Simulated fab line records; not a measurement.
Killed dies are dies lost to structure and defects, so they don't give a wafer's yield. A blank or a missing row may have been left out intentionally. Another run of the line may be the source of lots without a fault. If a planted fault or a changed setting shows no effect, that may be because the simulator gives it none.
One fault seen from 2 desks | flow berkeley-cmos170 | numbers are kept per desk, each desk with only its own; the story behind them comes last

DESK OF THE TOOL OWNER: implanter-02
UCB170_PLDD_IMPLANT_08, tool's own readings: per-lot mean of the sampled wafers with a number, covering each lot this tool ran. If a lot's mean is further than 4 standard deviations from the usual mean, the lot is out of limits and carries the mark OUT (the distance appears in the brackets).
Columns: A = beam-energy-keV at UCB170_PLDD_IMPLANT_08, usual 10.000
lot  | first seen here | A
L601 | day 7 14:18     | 10.004
L603 | day 7 21:49     | 10.001
L609 | day 9 10:11     | 10.000
L613 | day 10 01:47    | 10.003
L617 | day 10 12:38    | 9.666 (-99 or more) OUT
L619 | day 11 07:45    | 9.664 (-99 or more) OUT
This desk finds L617, L619 out of limits, L617 being first, at day 10 12:38 (beam-energy-keV at UCB170_PLDD_IMPLANT_08). L601, L603, L609, L613: within limits.

THE METROLOGY DESK
Lot by lot, what the gauges showed, no matter which tool ran the lot: averages of those sampled wafers that carry a number. If a lot's mean is further than 4 standard deviations from the usual mean, the lot is out of limits and carries the mark OUT (the distance appears in the brackets).
Columns: A = FIELD_OXIDE_LEFT_2_THK at UCB170_FIELD_THK_MEAS_91, usual 360 nm; B = GATE_OXIDE_THK at UCB170_GATE_THK_MEAS_02, usual 6.63 nm
lot  | first seen here | A   | B
L601 | day 6 23:35     | 337 | 6.74
L603 | day 7 08:41     | 357 | 6.49
L602 | day 7 08:57     | 361 | 6.55
L606 | day 7 15:52     | 360 | 6.65
L607 | day 7 16:36     | 375 | 6.71
L608 | day 8 12:47     | 356 | 6.85
L609 | day 8 13:09     | 364 | 6.68
L610 | day 9 02:31     | 361 | 6.82
L614 | day 9 03:05     | 350 | 6.67
L613 | day 9 03:38     | 352 | 6.78
L617 | day 9 15:56     | 370 | 6.62
L619 | day 10 10:11    | 359 | 6.58
L620 | day 10 10:11    | 368 | 6.64
L624 | day 11 15:02    | 344 | 6.50
This desk's verdict: no lot among the 14 shows anything out of limits.

ALL TOGETHER
At day 10 12:38, on L617, L619, the tool owner's desk was in a position to raise an alarm.
At the metrology desk, nothing out of limits was observed.
The metrology desk has L617, L619 on record, within its limits.
The lots listed all ran UCB170_PLDD_IMPLANT_08 on implanter-02.

WHAT WAS PUT IN BY THE SIMULATOR
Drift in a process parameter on implanter-02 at UCB170_PLDD_IMPLANT_08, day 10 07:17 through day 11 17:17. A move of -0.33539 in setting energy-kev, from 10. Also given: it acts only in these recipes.
Lots struck among those shown: L617, L619.
Each desk's first reading out of limits, in hours after the fault started: the tool owner's desk, 5.
